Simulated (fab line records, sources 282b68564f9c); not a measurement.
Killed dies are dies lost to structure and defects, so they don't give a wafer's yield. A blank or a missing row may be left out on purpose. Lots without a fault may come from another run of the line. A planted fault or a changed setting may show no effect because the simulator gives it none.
fab line records | flow rit_cmos
record lots=7 wafers=21 last_day=6
route steps=202 shown REOX@99 NLDD@103 PLDD@114 SPACER@125 NSD@131 M1@202
lots that met no fault: from a run of the same line without faults
start_h: hours from the record's first day to the start of the lot's first wafer shown | wait_h: hours since the lot's step before | " the same as in the row above | L1.1+2: a row that stands for several wafers | - no value, or no start given | * or withheld: withheld | < > ~ a bound
route shown NAME@n: a module of which the file shows steps, and the number in the route of the first | usual: mean/standard deviation of fault-free wafers | same: alike in all rows | chamber/n: place in a boat | sites: the reading at each site | _std_site: their standard deviation | _edge_site: outer sites' mean less inner sites' | radius_mm: how far each site lies from the wafer's centre | mask NAME#n: copy n | behind: the tool/chamber that last shaped the wafer | hold: why the lot was held/for how many hours/how that ended | device: the transistor (n, p or np) that didn't switch | end of line: the same wafers' tests at the end of the route | a step without rows: its recipe alone | killed: dies lost to structure and defects at the first sort, not the wafer's yield | map: a wafer's dies, x killed, . not, _ none there
set.NAME: the setting as run; set.NAME@STEP: as run at that earlier step | model.NAME: the simulator's own value behind a step, which no gauge read
lots at some steps of the route; a table a step, a row a wafer
services: from which hour (start_h, from the record's first day; less than 0 if before it) a tool's chamber was out of use, for how many hours, and why
## steps
# step RIT_REOX_CLEAN_01
# recipe chemistry=dHF dilution=50:1 time_s=30
# step RIT_REOX_CLEAN_02
# recipe chemistry=SC2 mix=3:3:50 time_s=600 temp_c=75 dry=n2_spin
# step RIT_REOX_OXIDATION_03
# recipe temp_c=900 ambient=O2 target_thk_a=252 ox_time_s=5580
# step RIT_REOX_THK_MEAS_04
# recipe reads=SiO2_of_REOX_OXIDATION_03
# usual REOX_OXIDE_THK=25.5/0.56
# columns lot.wafer tool chamber start_h wait_h REOX_OXIDE_THK[nm]
L910.1 film_metro-02 - 45.71 0.0 24.6
L910.5 " - " " 25.0
L910.6 " - " " 24.4
L911.1 film_metro-04 - 50.45 0.0 25.3
L911.5 " - " " 25.2
L911.6 " - " " 25.1
L914.1 film_metro-03 - 67.11 0.0 25.9
L914.3 " - " " 26.1
L914.6 " - " " 26.1
L915.2 film_metro-02 - 71.67 0.0 25.3
L915.4 " - " " 24.9
L915.5 " - " " 25.5
L916.3 film_metro-03 - 75.91 0.0 25.1
L916.5 " - " " 25.4
L916.6 " - " " 25.1
L923.1 film_metro-04 - 111.06 0.0 26.4
L923.4 " - " " 26.4
L923.5 " - " " 26.8
L924.2 film_metro-04 - 117.30 0.0 25.8
L924.5 " - " " 25.7
L924.6 " - " " 26.3
# step RIT_NLDD_HMDS_00
# recipe prime_time_s=60 prime_temp_c=140
# step RIT_NLDD_COAT_01
# recipe resist=NOVOLAK spin_rpm=3250 resist_thk_nm=1000
# step RIT_NLDD_SOFTBAKE_02
# recipe resist=NOVOLAK temp_c=90 time_s=60
# step RIT_NLDD_EXPOSE_03
# recipe mask_id=M7 na=0.57 target_cd_nm=40700 dose_mj=250
# step RIT_NLDD_PEB_04
# recipe resist=NOVOLAK temp_c=withheld time_s=withheld
# step RIT_NLDD_DEVELOP_05
# recipe resist=NOVOLAK develop_time_s=50 dev_temp_c=23
# step RIT_NLDD_OVL_MEAS_06
# usual NLDD_OVL=1.7/1.4
# columns lot.wafer tool chamber start_h wait_h NLDD_OVL[nm]
L910.1 overlay-02 - 46.66 - 1.7
L910.5 " - " " 0.5
L910.6 " - " " 3.3
L911.1 overlay-02 - 51.41 - 0.7
L911.5 " - " " 0.4
L911.6 " - " " 1.8
L914.1 overlay-02 - 68.15 - 4.7
L914.3 " - " " 3.3
L914.6 " - " " 5.0
L915.2 overlay-01 - 72.58 - 5.3
L915.4 " - " " 4.9
L915.5 " - " " 5.3
L916.3 overlay-01 - 76.81 - 5.2
L916.5 " - " " 4.2
L916.6 " - " " 5.2
L923.1 overlay-01 - 112.09 - 2.1
L923.4 " - " " 2.8
L923.5 " - " " 1.4
L924.2 overlay-02 - 118.21 - 2.7
L924.5 " - " " 0.5
L924.6 " - " " 1.6
# step RIT_NLDD_HARDBAKE_07
# recipe resist=NOVOLAK temp_c=140 time_s=60
# step RIT_NLDD_IMPLANT_08
# recipe species=P energy_kev=20 dose_cm2=5e+14 tilt_deg=7.244
# usual dose_ions_cm2=5e+14/5.4e+11
# columns lot.wafer tool chamber start_h wait_h dose_ions_cm2
L910.1 implanter-04 0 46.84 0.1 4.999e+14
L910.5 " 0 " " 4.999e+14
L910.6 " 0 " " 4.994e+14
L911.1 implanter-03 0 51.60 0.1 5.002e+14
L911.5 " 0 " " 5.005e+14
L911.6 " 0 " " 4.998e+14
L914.1 implanter-04 0 68.33 0.1 4.767e+14
L914.3 " 0 " " 4.767e+14
L914.6 " 0 " " 4.773e+14
L915.2 implanter-04 0 72.78 0.1 4.774e+14
L915.4 " 0 " " 4.768e+14
L915.5 " 0 " " 4.768e+14
L916.3 implanter-04 0 77.04 0.1 4.762e+14
L916.5 " 0 " " 4.774e+14
L916.6 " 0 " " 4.764e+14
L923.1 implanter-01 0 112.36 0.1 4.998e+14
L923.4 " 0 " " 4.997e+14
L923.5 " 0 " " 5.004e+14
L924.2 implanter-01 0 118.42 0.1 5.005e+14
L924.5 " 0 " " 5.002e+14
L924.6 " 0 " " 5.005e+14
# step RIT_NLDD_STRIP_09
# recipe chemistry=O2 time_s=180 resist=NOVOLAK platen_temp_c=withheld power_w=500 pressure_mtorr=4000 o2_flow_sccm=4000
# usual drypump_motor_current_A=5.8/0.42 rf_refl_power_W=7.5/1
# columns lot.wafer tool chamber start_h wait_h drypump_motor_current_A rf_hours_counter_h rf_refl_power_W
L910.1 plasma_asher-02 1 46.99 0.1 6.0 41 8.1
L910.5 " 0 " " 6.2 - 6.5
L910.6 " 1 " " 6.0 - 8.4
L911.1 plasma_asher-02 0 51.75 0.1 6.1 41 6.8
L911.5 " 1 " " 6.0 - 8.4
L911.6 " 0 " " 6.2 - 6.7
L914.1 plasma_asher-02 1 68.48 0.1 6.0 43 8.1
L914.3 " 0 " " 6.2 - 6.7
L914.6 " 1 " " 6.0 - 8.4
L915.2 plasma_asher-01 0 72.91 0.1 4.9 47 9.9
L915.4 " 0 " " 5.0 - 10.2
L915.5 " 0 " " 5.0 - 9.8
L916.3 plasma_asher-02 1 77.20 0.1 6.0 - 7.8
L916.5 " 0 " " 6.2 - 6.4
L916.6 " 1 " " 6.0 - 8.0
L923.1 plasma_asher-02 0 112.51 0.1 6.2 48 6.6
L923.4 " 1 " " 6.0 - 7.8
L923.5 " 1 " " 6.0 - 8.0
L924.2 plasma_asher-02 1 118.54 0.1 6.0 48 8.0
L924.5 " 1 " " 6.0 - 8.2
L924.6 " 0 " " 6.2 - 7.0
# step RIT_NLDD_TW_MEAS_10
# usual NLDD_TW=2493/16
# columns lot.wafer tool chamber start_h wait_h NLDD_TW
L910.1 film_metro-03 - 47.17 0.1 2506
L910.5 " - " " 2502
L910.6 " - " " 2489
L911.1 film_metro-02 - 51.92 0.1 2503
L911.5 " - " " 2510
L911.6 " - " " 2502
L914.1 film_metro-02 - 68.66 0.1 2458
L914.3 " - " " 2470
L914.6 " - " " 2451
L915.2 film_metro-03 - 73.09 0.1 2459
L915.4 " - " " 2454
L915.5 " - " " 2467
L916.3 film_metro-03 - 77.33 0.1 2457
L916.5 " - " " 2475
L916.6 " - " " 2449
L923.1 film_metro-02 - 112.69 0.1 2519
L923.4 " - " " 2521
L923.5 " - " " 2523
L924.2 film_metro-01 - 118.73 0.1 2459
L924.5 " - " " 2452
L924.6 " - " " 2446
# step RIT_PLDD_HMDS_00
# recipe prime_time_s=60 prime_temp_c=140
# step RIT_PLDD_COAT_01
# recipe resist=NOVOLAK spin_rpm=3250 resist_thk_nm=1000
# step RIT_PLDD_SOFTBAKE_02
# recipe resist=NOVOLAK temp_c=90 time_s=60
# step RIT_PLDD_EXPOSE_03
# recipe mask_id=M8 na=0.57 target_cd_nm=40900 dose_mj=250
# step RIT_PLDD_PEB_04
# recipe resist=NOVOLAK temp_c=withheld time_s=withheld
# step RIT_PLDD_DEVELOP_05
# recipe resist=NOVOLAK develop_time_s=50 dev_temp_c=23
# step RIT_PLDD_OVL_MEAS_06
# usual PLDD_OVL=-0.4/1.3
# columns lot.wafer tool chamber start_h wait_h PLDD_OVL[nm]
L910.1 overlay-02 - 48.20 - -1.2
L910.5 " - " " -1.7
L910.6 " - " " 0.2
L911.1 overlay-02 - 52.96 - -1.7
L911.5 " - " " 1.4
L911.6 " - " " -0.5
L914.1 overlay-02 - 69.57 - -0.3
L914.3 " - " " -0.8
L914.6 " - " " -1.5
L915.2 overlay-02 - 74.22 - -0.4
L915.4 " - " " 0.7
L915.5 " - " " 3.2
L916.3 overlay-01 - 78.36 - -0.8
L916.5 " - " " -1.7
L916.6 " - " " -1.2
L923.1 overlay-02 - 113.60 - 0.1
L923.4 " - " " -0.2
L923.5 " - " " -0.1
L924.2 overlay-02 - 119.76 - -0.5
L924.5 " - " " 0.8
L924.6 " - " " 0.1
# step RIT_PLDD_HARDBAKE_07
# recipe resist=NOVOLAK temp_c=140 time_s=60
# step RIT_PLDD_IMPLANT_08
# recipe species=BF2 energy_kev=20 dose_cm2=9e+14 tilt_deg=7
# step RIT_PLDD_STRIP_09
# recipe chemistry=O2 time_s=180 resist=NOVOLAK platen_temp_c=withheld power_w=500 pressure_mtorr=4000 o2_flow_sccm=4123
# usual drypump_motor_current_A=6.0/0.36 rf_refl_power_W=7.3/0.64
# columns lot.wafer tool chamber start_h wait_h drypump_motor_current_A rf_hours_counter_h rf_refl_power_W
L910.1 plasma_asher-02 1 48.54 0.1 6.0 41 8.2
L910.5 " 0 " " 6.1 - 6.8
L910.6 " 1 " " 6.0 - 8.6
L911.1 plasma_asher-04 0 53.29 0.1 5.2 25 6.4
L911.5 " 0 " " 5.2 - 7.0
L911.6 " 1 " " 5.9 - 6.5
L914.1 plasma_asher-02 0 69.90 0.1 6.2 43 6.7
L914.3 " 0 " " 6.2 - 6.7
L914.6 " 1 " " 6.0 - 8.3
L915.2 plasma_asher-03 0 74.55 0.1 6.4 41 7.6
L915.4 " 0 " " 6.4 - 7.6
L915.5 " 0 " " 6.4 - 7.6
L916.3 plasma_asher-04 1 78.74 0.1 5.9 - 6.9
L916.5 " 1 " " 5.9 - 6.6
L916.6 " 0 " " 5.2 - 6.7
L923.1 plasma_asher-03 0 113.94 0.1 6.4 46 7.6
L923.4 " 0 " " 6.4 - 7.5
L923.5 " 1 " " 5.7 - 8.1
L924.2 plasma_asher-02 1 120.09 0.1 6.0 49 8.1
L924.5 " 1 " " 6.0 - 8.2
L924.6 " 0 " " 6.2 - 6.9
# step RIT_PLDD_TW_MEAS_10
# usual PLDD_TW=2350/16
# columns lot.wafer tool chamber start_h wait_h PLDD_TW
L910.1 film_metro-03 - 48.71 0.1 2371
L910.5 " - " " 2362
L910.6 " - " " 2359
L911.1 film_metro-01 - 53.47 0.1 2354
L911.5 " - " " 2339
L911.6 " - " " 2338
L914.1 film_metro-03 - 70.08 0.1 2373
L914.3 " - " " 2358
L914.6 " - " " 2364
L915.2 film_metro-03 - 74.73 0.1 2338
L915.4 " - " " 2353
L915.5 " - " " 2354
L916.3 film_metro-02 - 78.88 0.1 2348
L916.5 " - " " 2352
L916.6 " - " " 2346
L923.1 film_metro-02 - 114.11 0.1 2361
L923.4 " - " " 2364
L923.5 " - " " 2361
L924.2 film_metro-03 - 120.27 0.1 2352
L924.5 " - " " 2369
L924.6 " - " " 2345
# step RIT_SPACER_CLEAN_00
# recipe chemistry=SC1 mix=3:3:50 time_s=600 temp_c=75
# step RIT_SPACER_CLEAN_01
# recipe chemistry=dHF dilution=50:1 time_s=30
# step RIT_SPACER_CLEAN_02
# recipe chemistry=SC2 mix=3:3:50 time_s=600 temp_c=75 dry=n2_spin
# step RIT_SPACER_CVD_03
# recipe material=Si3N4 target_thk_nm=250 temp_c=810 precursor=SiH2Cl2/NH3 time_s=3300 pressure_mtorr=300 sih2cl2_flow_sccm=60 nh3_flow_sccm=150
# step RIT_SPACER_THK_MEAS_04
# recipe reads=Si3N4_of_SPACER_CVD_03
# usual SPACER_NITRIDE_THK=249.4/2.8
# columns lot.wafer tool chamber start_h wait_h SPACER_NITRIDE_THK[nm]
L910.1 film_metro-02 - 51.09 0.0 247.2
L910.5 " - " " 246.9
L910.6 " - " " 250.1
L911.1 film_metro-04 - 56.78 0.0 251.0
L911.5 " - " " 252.1
L911.6 " - " " 251.4
L914.1 film_metro-02 - 73.38 0.0 251.8
L914.3 " - " " 250.2
L914.6 " - " " 250.2
L915.2 film_metro-04 - 78.05 0.0 252.6
L915.4 " - " " 253.9
L915.5 " - " " 253.1
L916.3 film_metro-04 - 83.63 0.0 254.8
L916.5 " - " " 252.4
L916.6 " - " " 256.5
L923.1 film_metro-02 - 116.49 0.0 247.7
L923.4 " - " " 248.0
L923.5 " - " " 247.5
L924.2 film_metro-04 - 122.96 0.0 249.8
L924.5 " - " " 248.6
L924.6 " - " " 248.0
# step RIT_SPACER_ETCHBACK_05
# recipe target_depth_a=2500 SF6_flow_sccm=30 CHF3_flow_sccm=30 target=Si3N4 chemistry=SF6/CHF3 pressure_mtorr=40 rf_w=250 time_s=240 stop_on=SiO2
# usual drypump_motor_current_A=5.5/0.43 oes_product_au=0.843/0.015 rf_fwd_power_W=249.2/0.81 throttle_valve_pct=10.20/0.15
# columns lot.wafer tool chamber start_h wait_h drypump_motor_current_A oes_product_au rf_fwd_power_W rf_hours_counter_h throttle_valve_pct
L910.1 rie_diel-03 0 51.15 0.1 5.5 0.843 248.0 58 10.03
L910.5 " 1 " " 4.9 0.810 249.3 - 10.01
L910.6 " 2 " " 5.2 0.867 248.7 - 10.18
L911.1 rie_diel-01 0 56.84 0.1 4.8 0.843 248.3 26 10.47
L911.5 " 3 " " 5.0 0.834 248.4 - 10.41
L911.6 " 2 " " 5.2 0.871 250.7 - 10.24
L914.1 rie_diel-04 1 73.44 0.1 6.1 0.861 248.2 129 10.26
L914.3 " 2 " " 5.4 0.844 248.9 5 10.31
L914.6 " 1 " " 6.1 0.856 248.7 - 10.28
L915.2 rie_diel-03 2 78.10 0.0 5.3 0.868 249.3 35 10.17
L915.4 " 1 " " 4.9 0.838 249.4 109 10.01
L915.5 " 3 " " 5.9 0.853 249.7 - 10.14
L916.3 rie_diel-01 1 83.67 0.0 5.9 0.838 249.2 65 10.36
L916.5 " 1 " " 5.9 0.843 249.7 - 10.36
L916.6 " 2 " " 5.2 0.880 250.1 - 10.25
L923.1 rie_diel-04 0 116.55 0.1 6.1 0.810 249.6 30 10.09
L923.4 " 3 " " 6.1 0.840 248.7 31 10.43
L923.5 " 3 " " 6.1 0.843 248.6 - 10.45
L924.2 rie_diel-04 1 123.01 0.0 6.0 0.850 249.6 130 10.27
L924.5 " 3 " " 6.1 0.844 248.4 - 10.45
L924.6 " 2 " " 5.4 0.844 251.5 - 10.32
# step RIT_NSD_HMDS_00
# recipe prime_time_s=60 prime_temp_c=140
# step RIT_NSD_COAT_01
# recipe resist=NOVOLAK spin_rpm=3250 resist_thk_nm=1000
# step RIT_NSD_SOFTBAKE_02
# recipe resist=NOVOLAK temp_c=90 time_s=60
# step RIT_NSD_EXPOSE_03
# recipe mask_id=M9 na=0.57 target_cd_nm=40700 dose_mj=250
# step RIT_NSD_PEB_04
# recipe resist=NOVOLAK temp_c=withheld time_s=withheld
# step RIT_NSD_DEVELOP_05
# recipe resist=NOVOLAK develop_time_s=52.14 dev_temp_c=23
# step RIT_NSD_OVL_MEAS_06
# usual NSD_OVL=0.3/1.2
# columns lot.wafer tool chamber start_h wait_h NSD_OVL[nm]
L910.1 overlay-02 - 52.15 - -2.3
L910.5 " - " " -1.4
L910.6 " - " " -1.5
L911.1 overlay-01 - 57.84 - -1.1
L911.5 " - " " 1.3
L911.6 " - " " -0.3
L914.1 overlay-01 - 74.44 - 2.3
L914.3 " - " " 1.7
L914.6 " - " " 1.9
L915.2 overlay-01 - 79.23 - -0.1
L915.4 " - " " 2.8
L915.5 " - " " -0.9
L916.3 overlay-01 - 84.81 - 0.7
L916.5 " - " " -0.2
L916.6 " - " " 0.0
L923.1 overlay-02 - 117.67 - 0.9
L923.4 " - " " 1.7
L923.5 " - " " 1.5
L924.2 overlay-01 - 124.15 - 1.0
L924.5 " - " " -0.6
L924.6 " - " " -2.1
# step RIT_NSD_HARDBAKE_07
# recipe resist=NOVOLAK temp_c=140 time_s=60
# step RIT_NSD_IMPLANT_08
# recipe species=P energy_kev=25 dose_cm2=1e+15 tilt_deg=7
# step RIT_NSD_STRIP_09
# recipe chemistry=O2 time_s=180 resist=NOVOLAK platen_temp_c=withheld power_w=500 pressure_mtorr=4000 o2_flow_sccm=4000
# usual drypump_motor_current_A=5.7/0.49 rf_refl_power_W=8.0/1.1
# columns lot.wafer tool chamber start_h wait_h drypump_motor_current_A rf_hours_counter_h rf_refl_power_W
L910.1 plasma_asher-03 0 52.48 0.1 6.4 39 7.6
L910.5 " 0 " " 6.5 - 7.8
L910.6 " 1 " " 5.7 - 7.6
L911.1 plasma_asher-02 1 58.18 0.1 6.0 42 8.2
L911.5 " 1 " " 6.0 - 8.3
L911.6 " 0 " " 6.2 - 6.8
L914.1 plasma_asher-01 1 74.78 0.1 5.5 47 7.4
L914.3 " 0 " " 5.0 - 9.7
L914.6 " 1 " " 5.5 - 7.3
L915.2 plasma_asher-01 0 79.56 0.1 5.0 48 10.2
L915.4 " 1 " " 5.5 - 7.4
L915.5 " 0 " " 5.0 - 10.2
L916.3 plasma_asher-02 0 85.19 0.1 6.2 - 6.7
L916.5 " 0 " " 6.2 - 6.8
L916.6 " 1 " " 6.0 - 8.0
L923.1 plasma_asher-01 0 118.01 0.1 5.0 0 10.0
L923.4 " 1 " " 5.5 - 7.5
L923.5 " 0 " " 5.0 - 9.8
L924.2 plasma_asher-03 1 124.48 0.1 5.7 47 7.2
L924.5 " 1 " " 5.8 - 7.6
L924.6 " 0 " " 6.4 - 7.7
# step RIT_SDANNEAL_RS_MEAS_07
# recipe thk_meas_gauge=four-point-probe
# usual NLDD_RS=151.6/0.67
# columns lot.wafer tool chamber start_h wait_h NLDD_RS[ohm/sq]
L910.1 film_metro-01 - 55.05 0.1 151.2
L910.5 " - " " 151.3
L910.6 " - " " 151.4
L911.1 film_metro-02 - 60.68 0.1 152.1
L911.5 " - " " 151.8
L911.6 " - " " 151.7
L914.1 film_metro-02 - 77.25 0.1 158.5
L914.3 " - " " 157.9
L914.6 " - " " 158.2
L915.2 film_metro-01 - 82.22 0.1 157.1
L915.4 " - " " 157.2
L915.5 " - " " 157.2
L916.3 film_metro-01 - 87.64 0.1 157.8
L916.5 " - " " 158.0
L916.6 " - " " 157.2
L923.1 film_metro-02 - 120.57 0.1 151.5
L923.4 " - " " 151.7
L923.5 " - " " 151.5
L924.2 film_metro-03 - 126.95 0.1 153.9
L924.5 " - " " 153.6
L924.6 " - " " 153.6
# step RIT_M1_PROBE_99
# usual killed_at_M0_to_M3=0.0/0.14 killed_at_contacts=0.1/0.23 killed_at_front_end=7.3/2.9 killed_dies=7.3/3 killed_open=3.6/1.8 killed_short=3.7/2.1
# same gross_dies=264 killed_at_M4_up=0 killed_at_back_side=0 killed_at_other=0
# columns lot.wafer tool chamber start_h wait_h killed_at_M0_to_M3 killed_at_contacts killed_at_front_end killed_dies killed_open killed_short
L910.1 prober-01 - 62.27 0.1 0 0 5 5 2 3
L910.5 prober-01 - 62.47 0.2 0 0 2 2 1 1
L910.6 prober-01 - 62.52 0.2 0 0 4 4 3 1
L911.1 prober-02 - 67.68 0.1 0 0 11 11 8 3
L911.5 prober-02 - 67.88 0.2 0 0 6 6 3 3
L911.6 prober-02 - 67.93 0.2 0 0 5 5 3 2
L914.1 prober-01 - 84.25 0.1 0 0 8 8 5 3
L914.3 prober-01 - 84.35 0.2 0 0 13 13 4 9
L914.6 prober-01 - 84.50 0.2 0 0 9 9 5 4
L923.1 prober-02 - 128.12 0.1 0 0 2 2 2 0
L923.4 prober-02 - 128.27 0.2 0 0 14 14 7 7
L923.5 prober-02 - 128.32 0.2 0 0 11 11 5 6
L924.2 prober-01 - 134.13 0.1 0 0 7 7 4 3
L924.5 prober-01 - 134.28 0.2 0 0 4 4 2 2
L924.6 prober-01 - 134.33 0.2 0 0 6 6 2 4
# killed by level:class
L910.1 FOX2:geometric_particle:short=1 GATE:geometric_particle:open=1 GATE:geometric_particle:short=1 REOX:geometric_particle:short=1 REOX:geometric_particle:open=1
L910.5 GATE:geometric_particle:short=1 GATE:geometric_particle:open=1
L910.6 FOX1:geometric_particle:open=1 GATE:geometric_particle:open=1 GATE:geometric_particle:short=1 SILICIDE:geometric_particle:open=1
L911.1 GATE:geometric_particle:open=5 FOX2:geometric_particle:open=3 FOX2:geometric_particle:short=1 SPACER:geometric_particle:short=1 SILICIDE:geometric_particle:short=1
L911.5 FOX1:geometric_particle:short=2 SPACER:geometric_particle:open=2 FOX2:geometric_particle:short=1 GATE:geometric_particle:open=1
L911.6 GATE:geometric_particle:short=2 GATE:geometric_particle:open=2 FOX1:geometric_particle:open=1
L914.1 REOX:geometric_particle:short=3 FOX1:geometric_particle:open=2 GATE:geometric_particle:open=2 REOX:geometric_particle:open=1
L914.3 GATE:geometric_particle:short=5 FOX1:geometric_particle:short=2 GATE:geometric_particle:open=2 SILICIDE:geometric_particle:short=2 SPACER:geometric_particle:open=1 SILICIDE:geometric_particle:open=1
L914.6 REOX:geometric_particle:short=3 SPACER:geometric_particle:open=2 FOX1:geometric_particle:short=1 FOX1:geometric_particle:open=1 GATE:geometric_particle:open=1 SILICIDE:geometric_particle:open=1
L923.1 GATE:geometric_particle:open=2
L923.4 GATE:geometric_particle:short=4 FOX1:geometric_particle:open=3 FOX2:geometric_particle:open=2 GATE:geometric_particle:open=2 SILICIDE:geometric_particle:short=2 FOX2:geometric_particle:short=1
L923.5 FOX2:geometric_particle:short=4 FOX1:geometric_particle:open=2 GATE:geometric_particle:open=1 GATE:geometric_particle:short=1 SPACER:geometric_particle:open=1 SPACER:geometric_particle:short=1 SILICIDE:geometric_particle:open=1
L924.2 GATE:geometric_particle:open=4 FOX2:geometric_particle:short=1 GATE:geometric_particle:short=1 REOX:geometric_particle:short=1
L924.5 GATE:geometric_particle:short=2 GATE:geometric_particle:open=1 SILICIDE:geometric_particle:open=1
L924.6 GATE:geometric_particle:short=2 FOX1:geometric_particle:short=1 FOX2:geometric_particle:short=1 SPACER:geometric_particle:open=1 SILICIDE:geometric_particle:open=1
## services
# columns tool chamber start_h hours kind
implanter-01 - 27.57 4.9 pm
plasma_asher-04 - 29.74 2.5 repair
rie_diel-01 3 32.95 7.7 repair
implanter-03 - 34.26 3.4 repair
rie_diel-03 - 54.63 2.8 pm
rie_diel-03 3 61.35 8.1 repair
rie_diel-01 - 76.42 1.5 repair
implanter-01 - 77.97 2.8 repair
plasma_asher-01 - 108.75 9.0 pm
plasma_asher-01 0 108.75 9.0 vent_cycle
plasma_asher-01 1 108.75 9.0 vent_cycle
plasma_asher-01 0 117.75 - clean
plasma_asher-01 1 117.75 - clean
rie_diel-01 - 124.38 4.3 pm
## key
first_sign step=RIT_NLDD_IMPLANT_08 reading=dose_ions_cm2 direction=down sigmas=43 usual=5e+14 struck=4.768e+14
effect step=RIT_NLDD_TW_MEAS_10 reading=NLDD_TW direction=down sigmas=2 usual=2493 struck=2460
effect step=RIT_SDANNEAL_RS_MEAS_07 reading=NLDD_RS direction=up sigmas=8.9 usual=151.6 struck=157.7
met_at RIT_NLDD_IMPLANT_08
struck_wafers L914.1,L914.3,L914.6,L915.2,L915.4,L915.5,L916.3,L916.5,L916.6
tester_left_out L914,L915,L916
onset_between 46.84 68.33
fault kind=process_parameter_drift tool=implanter-04 chamber=- onset_h=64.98 steps=RIT_NLDD_IMPLANT_08 channel=dose_cm2 offset=-2.3572e+13 shape=step end_h=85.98 acts_in=these_recipes_only stated=5e+14
# tester_left_out: of these lots the tester's yield and bins aren't shown, on N5 and GAA mostly nor the transistor test; their killed dies are dies lost to structure and defects alone, not to doping, threshold or leakage, so they don't give the yield
